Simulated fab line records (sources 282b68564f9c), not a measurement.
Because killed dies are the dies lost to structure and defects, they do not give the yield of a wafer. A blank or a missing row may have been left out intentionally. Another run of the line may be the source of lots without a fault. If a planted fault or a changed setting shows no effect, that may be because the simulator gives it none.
One fault seen from 2 desks -- flow ritCmos -- each desk holds nothing but its own numbers, with what lay behind them at the end

THE METROLOGY DESK
Lot by lot, what the gauges showed, no matter which tool ran the lot: averages of those sampled wafers that carry a number. Any lot whose mean is over 4 standard deviations away from the usual mean is out of limits and marked OUT; that distance is given in the brackets.
Columns: A = FIELD_OXIDE_LEFT_1_THK at RIT_FOX2_THK_MEAS_90, usual 325 nm; B = PWELL_TW at RIT_PWELL_TW_MEAS_10, usual 952; C = SPACER_NITRIDE_THK at RIT_SPACER_THK_MEAS_04, usual 250.1 nm; D = PSD_RS at RIT_SDANNEAL_RS_MEAS_04, usual 116.95 ohm/sq
lot,first seen here,A,B,C,D
L843,day 2 08:47,322,949,252.3,116.94
L844,day 2 12:47,325,943,252.8,117.32
L846,day 2 22:42,327,949,251.0,116.88
L848,day 3 07:41,324,953,251.2,117.05
L849,day 3 11:56,324,949,252.4,116.80
L852,day 4 03:51,332,951,249.7,117.04
L853,day 4 08:48,318,953,248.0,116.86
L854,day 4 14:11,330,961,248.9,116.92
L855,day 4 19:05,330,951,247.4,117.16
L856,day 4 23:08,325,948,248.9,116.74
L857,day 5 05:50,326,950,250.0,117.38
L858,day 5 11:10,324,954,250.8,116.90
L861,day 6 00:56,327,962,271.2 (+10) OUT,117.16
L863,day 6 11:19,319,950,267.3 (+8.2) OUT,116.70
This desk's finding: out of limits on L861, L863; first on L861, day 7 04:50 (SPACER_NITRIDE_THK at RIT_SPACER_THK_MEAS_04). Within limits: L843, L844, L846, L848, L849, L852, L853, L854, L855, L856, L857, L858.

FOR THE TOOL OWNER'S DESK: lpcvd-02
The tool's own readings at RIT_SPACER_CVD_03 (deposits Si3N4 from SiH2Cl2/NH3, target thk 250 nm, time 3300 s): means of the sampled wafers that have a number, for each lot that ran on this tool. Any lot whose mean is over 4 standard deviations away from the usual mean is out of limits and marked OUT; that distance is given in the brackets.
Columns: A = spikeTcLoadC at RIT_SPACER_CVD_03, usual 836 C
lot,first seen here,A
L843,day 3 10:58,837
L855,day 5 21:44,838
L858,day 6 15:35,828
L861,day 7 02:53,828
L863,day 7 16:05,828
Result from this desk: across the 5 lots, nothing is out of limits.

BROUGHT TOGETHER
At day 7 04:50 the metrology desk could have sounded an alarm, on L861, L863.
Nothing out of limits was seen by the tool owner's desk.
On record at the tool owner's desk: L861, L863, within its limits.
Of the lots named, all ran RIT_SPACER_CVD_03 on lpcvd-02.

WHAT THE SIMULATOR HAD INSERTED
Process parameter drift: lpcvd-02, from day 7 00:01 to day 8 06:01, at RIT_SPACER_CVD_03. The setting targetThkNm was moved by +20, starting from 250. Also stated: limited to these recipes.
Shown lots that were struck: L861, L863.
Time in hours between the start of the fault and the first out-of-limits reading at each desk: metrology desk, 5.
